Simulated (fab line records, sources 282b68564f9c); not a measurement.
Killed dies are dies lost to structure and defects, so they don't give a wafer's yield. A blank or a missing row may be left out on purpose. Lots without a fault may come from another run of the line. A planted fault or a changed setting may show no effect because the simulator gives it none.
A struck lot beside a sound one | flow rit_cmos | 14 steps out of a route of 202
Sound: wafers L300.1, L300.3, L300.4. Struck: wafers L309.1, L309.3, L309.5. The cause comes at the end.
At each step with rows: each side's tool, then ch and its chambers, then its first start. Under that, the readings that differ: sound wafers | struck wafers | difference of the means | sigmas: that difference in standard deviations of wafers without a fault.
alike: readings whose means differ by less than 2 such deviations, and words and numbers that are the same on both sides. not compared: withheld readings, readings that some wafer has no value for, bounds like >300 that may hide the same value, and numbers for which the record gives no deviation and whose values overlap.
The two part at a step that has a row with sigmas, a row that says differs or no value, or rows on one side only. Numbers that don't overlap but have no deviation are shown without sigmas and don't part them. A reading that every wafer of one side lacks parts them only if that side has two wafers or more.

first, 1 step without rows for these wafers: RIT_SILICIDE_WET_ETCH_00 (etches SiO2 in BOE, target depth 14 nm, time 15 s).
RIT_SILICIDE_SPUTTER_01: material Ti, target thk 30 nm, time 240 s.
  sound on pvd_sputter-01, day 4 20:24; struck on pvd_sputter-04, day 6 16:29
  alike: throttle_valve_pct
RIT_SILICIDE_RS_MEAS_02: measures by four-point-probe.
  sound on film_metro-04, day 4 20:33; struck on film_metro-03, day 6 16:38
  alike: SILICIDE_TI_RS
RIT_SILICIDE_THK_MEAS_03: measures by xrf.
  sound on film_metro-04, day 4 20:40; struck on film_metro-03, day 6 16:45
  alike: SILICIDE_TI_THK
RIT_SILICIDE_RTA_04: time 10 s, ramp up 5 s, ramp down 5 s.
  sound on rtp_anneal-02 ch 0, day 4 20:44; struck on rtp_anneal-01 ch 0, day 6 16:49
  alike: wafer_temp_C_max
then, 1 step without rows for these wafers: RIT_SILICIDE_WET_ETCH_05 (etches Ti in SPM, time 120 s).
RIT_SILICIDE_RTA_06: time 10 s, ramp up 5 s, ramp down 10 s.
  sound on rtp_anneal-01 ch 0, day 4 20:50; struck on rtp_anneal-02 ch 0, day 6 16:55
  reading          | sound             | struck            | difference | sigmas
  wafer_temp_C_max | 752.6 752.7 751.9 | 753.7 753.6 754.4 | +1.5       | +2
RIT_CONTACT_CVD_00: deposits SiO2 from TEOS, target thk 400 nm, time 61 s.
  sound on pecvd-01 ch 0,1, day 4 20:54; struck on pecvd-01 ch 0,1, day 6 16:59
  alike: heater_power_w
RIT_CONTACT_THK_MEAS_01:
  sound on film_metro-04, day 4 20:57; struck on film_metro-01, day 6 17:02
  alike: CONTACT_TEOS_THK
then, 3 steps without rows for these wafers: RIT_CONTACT_HMDS_02 (prime time 60 s); RIT_CONTACT_COAT_03 (resist thk 987.5 nm); RIT_CONTACT_SOFTBAKE_04 (time 60 s).
RIT_CONTACT_EXPOSE_05: exposes mask M11, target cd 1000 nm.
  sound on iline_stepper-02 ch 0, day 4 21:35; struck on iline_stepper-02, day 6 17:41
  no value came back on the struck wafers for exposure_dose_mJ_cm2, focus_offset_nm (nm), na; on the sound wafers exposure_dose_mJ_cm2 reads 248.85 249.36 248.87
  alike: mask
then, 1 step without rows for these wafers: RIT_CONTACT_PEB_06.

WHERE THEY PART
First at RIT_SILICIDE_RTA_06; last, within this record, at RIT_CONTACT_EXPOSE_05.

WHY: what the simulator had put in
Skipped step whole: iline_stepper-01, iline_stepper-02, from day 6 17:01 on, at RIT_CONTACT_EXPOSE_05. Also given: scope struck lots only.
